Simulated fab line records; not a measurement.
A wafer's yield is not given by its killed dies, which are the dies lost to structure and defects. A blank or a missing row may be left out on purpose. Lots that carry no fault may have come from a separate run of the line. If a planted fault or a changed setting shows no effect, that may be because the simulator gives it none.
Problem report, 8D (eight disciplines) form, completed by code | flow ritCmos | the parts of the form that need people (team, actions taken, sign-off) are left out

## 1. PROBLEM STATEMENT
Wafers without a fault read 0.1, standard deviation 0.25; killedAtContacts at RIT_M1_PROBE_99 reads a mean of 259.5 on 2 wafers belonging to 2 lots. That is +99 or more standard deviations from the usual mean.
The first sign was on wafer L441.3 at day 7 06:08, on prober-02. Wafers with a number at this step in the record: 6, from 2 lots. Rule for "out", or "out of limits": more than 4 standard deviations from the usual mean. All remaining wafers that have a number are taken as sound.

## 2. WHAT THIS IS AND IS NOT
question                    | is                                        | is not
which readings at this step | killedAtContacts, killedDies, killedOnRim | killedAtFrontEnd, killedOpen, killedShort
which lots                  | L441, L443                                | -
which wafers of those lots  | L441.3, L443.4                            | L441.2, L441.6, L443.2, L443.3
read on which tools         | prober-02                                 | -
when                        | from day 7 06:08                          | up to then (1 sound wafer); but 3 sound wafers of L441, L443 came after

## 3. SUSPECTS, AND WHAT RULES EACH OUT
Counting: a tool at a process step up to the reading stays a suspect if it ran every lot that is out. Sound lots after the first of them don't rule it out here, since some wafers of a struck lot are sound.
- rieDiel-01 at RIT_CONTACT_ETCH_11 (etches SiO2 in CHF3/CF4/Ar, stops on TiSi2, target depth 480 nm, time 320 s): kept. It ran every lot that is out, first L441 (day 7 00:43).
- prober-02 at RIT_M1_PROBE_99: kept. It ran every lot that is out, first L441 (day 7 06:05). Its own killedAtContacts, killedDies, killedOnRim readings are out on those wafers.
- Within rieDiel-01 at RIT_CONTACT_ETCH_11: the wafers that are out ran in chamber 0; their sound lot-mates ran in chambers 1, 2.
Remaining after the count are rieDiel-01 at RIT_CONTACT_ETCH_11 and prober-02 at RIT_M1_PROBE_99.

## 4. THE CAUSE (what the simulator had put in)
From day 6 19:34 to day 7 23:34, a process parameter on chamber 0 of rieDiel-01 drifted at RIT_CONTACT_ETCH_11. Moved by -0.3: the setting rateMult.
This tool is one of the 2 suspects left after counting.

## 5. SEQUENCE OF EFFECTS, ordered by route
Each row: a reading where the mean over the struck wafers with a number is more than 3 standard deviations away from the usual. Scope: only readings with a usual standard deviation given in the record; hours: median across lots of the time from each lot's start at the first step in this table that gives one to its start at this step; sigmas: change in usual standard deviations.
hours | step            | reading          | usual | on struck wafers | change | sigmas
0     | RIT_M1_PROBE_99 | killedAtContacts | 0.1   | 259.5            | +259.4 | +99 or more
0     | RIT_M1_PROBE_99 | killedDies       | 6.9   | 264.0            | +257.1 | +89
0     | RIT_M1_PROBE_99 | killedOnRim      | 1.7   | 70.0             | +68.3  | +53
Its process steps:
- RIT_M1_PROBE_99

## 6. WHAT WOULD HAVE CAUGHT IT SOONER
In this record no reading fell out of limits until day 7 06:08, 11 hours after the fault had begun at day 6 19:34.
Of the tool readings at RIT_CONTACT_ETCH_11 for which the record gives a usual standard deviation, none was out on any struck wafer, so an alarm limit of 4 standard deviations on them would not have fired.
Of the lots that are out (2), L443 began RIT_CONTACT_ETCH_11 on rieDiel-01 after day 7 06:08. A tool hold placed at that time would have kept it from harm.
